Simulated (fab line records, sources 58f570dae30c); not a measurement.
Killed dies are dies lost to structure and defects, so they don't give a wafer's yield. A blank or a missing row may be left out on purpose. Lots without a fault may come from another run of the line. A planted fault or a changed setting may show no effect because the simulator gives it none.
A struck lot beside a sound one | flow berkeley_cmos170 | 15 steps out of a route of 331
Sound: wafers L248.1, L248.4, L248.5. Struck: wafers L264.3, L264.4, L264.5. The cause comes at the end.
At each step with rows: each side's tool, then ch and its chambers, then its first start. Under that, the readings that differ: sound wafers | struck wafers | difference of the means | sigmas: that difference in standard deviations of wafers without a fault.
alike: readings whose means differ by less than 2 such deviations, and words and numbers that are the same on both sides. not compared: withheld readings, readings that some wafer has no value for, bounds like >300 that may hide the same value, and numbers for which the record gives no deviation and whose values overlap.
The two part at a step that has a row with sigmas, a row that says differs or no value, or rows on one side only. Numbers that don't overlap but have no deviation are shown without sigmas and don't part them. A reading that every wafer of one side lacks parts them only if that side has two wafers or more.

first, 3 steps without rows for these wafers: UCB170_M1_EXPOSE_06 (exposes mask METAL1, target cd 700 nm); UCB170_M1_PEB_07; UCB170_M1_DEVELOP_08 (develop time 45 s).
UCB170_M1_CD_MEAS_09: target cd 700 nm.
  sound on cd_sem-01, day 9 03:26; struck on cd_sem-01, day 13 10:04
  alike: cd_nm
UCB170_M1_OVL_MEAS_10:
  sound on overlay-02, day 9 03:34; struck on overlay-01, day 13 10:10
  alike: M1_OVL
UCB170_M1_ETCH_11: etches BARC in N2/H2.
  sound on rie_diel-03 ch 0,2,3, day 9 03:35; struck on rie_diel-02 ch 0,2,3, day 13 10:11
  alike: chamber_pressure_mTorr, drypump_motor_current_A, oes_product_au, throttle_valve_pct
UCB170_M1_METAL_ETCH_12: etches Al in Cl2/BCl3, stops on PSG, target depth 780 nm, time 130 s.
  sound on rie_metal-02 ch 0,1, day 9 03:38; struck on rie_metal-04 ch 0,1, day 13 10:16
  alike: chamber_pressure_mTorr, drypump_motor_current_A, oes_product_au, throttle_valve_pct
  not compared: rf_hours_counter_h
UCB170_M1_STRIP_13: strips in O2.
  sound on plasma_asher-04 ch 0, day 9 03:46; struck on plasma_asher-02 ch 0,1, day 13 10:23
  alike: chamber_pressure_mTorr, drypump_motor_current_A, oes_product_au
  not compared: rf_hours_counter_h
UCB170_M1_CD_MEAS_90: target cd 700 nm.
  sound on cd_sem-01, day 9 03:52; struck on cd_sem-01, day 13 10:30
  alike: cd_nm
then, 1 step without rows for these wafers: UCB170_M1_ANNEAL_14 (time 1200 s).
UCB170_V1_CVD_00: deposits SiO2 from TEOS/O2, target thk 2000 nm, time 250 s.
  sound on pecvd-01 ch 0,1, day 9 05:46; struck on pecvd-03 ch 0,1,2, day 13 11:55
  alike: heater_power_w
UCB170_V1_THK_MEAS_01:
  sound on film_metro-02, day 9 05:55; struck on film_metro-03, day 13 12:05
  alike: V1_TEOS_THK
UCB170_V1_CMP_02: polishes SiO2.
  sound on cmp-01 ch 1,2,3, day 9 06:10; struck on cmp-02 ch 0,3, day 13 12:07
  no value came back on the struck wafers for edge_zone_pressure_frac, head_pressure_psi (psi), motor_current_A (A); on the sound wafers edge_zone_pressure_frac reads 0.998 0.993 0.997
  reading                             | sound           | struck         | difference | sigmas
  model.SiO2_of_V1_CVD_00.thk_nm (nm) | 1000 1000 999.3 | 1974 1991 2032 | +999       |
UCB170_V1_BOW_MEAS_03:
  sound on film_metro-02, day 9 06:25; struck on film_metro-03, day 13 12:45
  reading     | sound    | struck | difference                    | sigmas
  V1_BOW (um) | 12 11 16 | - - -  | no value on the struck wafers |
  not compared: hold
UCB170_M3_PROBE_99:
  the record has rows for the sound wafers here (prober-02, day 9 18:19) and none for the struck ones

WHERE THEY PART
First at UCB170_V1_CMP_02; last, within this record, at UCB170_M3_PROBE_99.

WHY: what the simulator had put in
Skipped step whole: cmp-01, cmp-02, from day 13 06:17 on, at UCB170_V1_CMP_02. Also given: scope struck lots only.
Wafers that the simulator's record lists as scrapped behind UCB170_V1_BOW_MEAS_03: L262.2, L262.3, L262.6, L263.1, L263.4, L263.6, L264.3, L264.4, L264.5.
